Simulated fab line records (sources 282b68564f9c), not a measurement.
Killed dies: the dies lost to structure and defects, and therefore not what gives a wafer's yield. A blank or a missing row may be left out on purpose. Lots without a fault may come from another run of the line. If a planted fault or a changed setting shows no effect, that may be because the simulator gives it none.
2 desks looking at one fault	flow rit cmos	each desk holds nothing but its own numbers, with what lay behind them at the end

AT THE TOOL OWNER'S DESK: pvd sputter-03
The tool's own readings at RIT_SILICIDE_SPUTTER_01 (material Ti, target thk 30 nm, time 240 s): means of the sampled wafers that have a number, for each lot that ran on this tool. The brackets show how far a lot's mean lies from the usual mean; more than 4 standard deviations puts the lot out of limits, marked OUT.
Columns: A = throttle valve pct at RIT_SILICIDE_SPUTTER_01, usual 30.1 %
lot	first seen here	A
L475	day 3 04:17	29.5
L476	day 3 11:04	29.7
L478	day 3 21:16	30.6
L480	day 4 08:18	31.5
L484	day 5 08:01	30.3
L488	day 6 05:58	30.5
L490	day 6 16:51	29.6
This desk's finding: nothing out of limits on any of the 7 lots.

AT THE METROLOGY DESK
Means of the sampled wafers that have a number, per lot and without regard to the tool the lot ran on: this is what the gauges read. The brackets show how far a lot's mean lies from the usual mean; more than 4 standard deviations puts the lot out of limits, marked OUT.
Columns: A = SILICIDE_TI_RS at RIT_SILICIDE_RS_MEAS_02, usual 49.7 ohm/sq; B = SILICIDE_TI_THK at RIT_SILICIDE_THK_MEAS_03, usual 29.2 nm
lot	first seen here	A	B
L475	day 3 04:26	49.3	29.4
L476	day 3 11:14	49.6	29.2
L477	day 3 13:52	49.8	29.1
L478	day 3 21:28	50.9	28.6
L480	day 4 08:29	50.0	29.0
L481	day 4 13:44	49.9	29.2
L483	day 5 02:25	49.8	29.1
L484	day 5 08:10	50.0	29.0
L488	day 6 06:08	47.7	30.5 (+4.4) OUT
L490	day 6 17:00	47.6	30.5 (+4.2) OUT
L493	day 7 00:47	48.2	29.9
L494	day 7 07:18	49.8	29.1
L496	day 7 13:20	49.4	29.4
L498	day 7 23:29	48.7	29.7
This desk reports L488, L490 out of limits; the earliest was L488 at day 6 06:15 (SILICIDE_TI_THK at RIT_SILICIDE_THK_MEAS_03). In limits: L475, L476, L477, L478, L480, L481, L483, L484, L493, L494, L496, L498.

BROUGHT TOGETHER
Metrology desk: alarm possible at day 6 06:15 on L488, L490.
Nothing out of limits was seen by the tool owner's desk.
The tool owner's desk has L488, L490 on record, within its limits.
On pvd sputter-03, each named lot ran RIT_SILICIDE_SPUTTER_01.

WHAT HAD BEEN PUT IN BY THE SIMULATOR
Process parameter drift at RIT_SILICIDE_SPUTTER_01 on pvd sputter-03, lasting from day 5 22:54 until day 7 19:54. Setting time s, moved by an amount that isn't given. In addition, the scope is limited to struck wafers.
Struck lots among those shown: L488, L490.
Per desk, hours elapsed from the start of the fault to the first reading out of limits: for the metrology desk, 7.
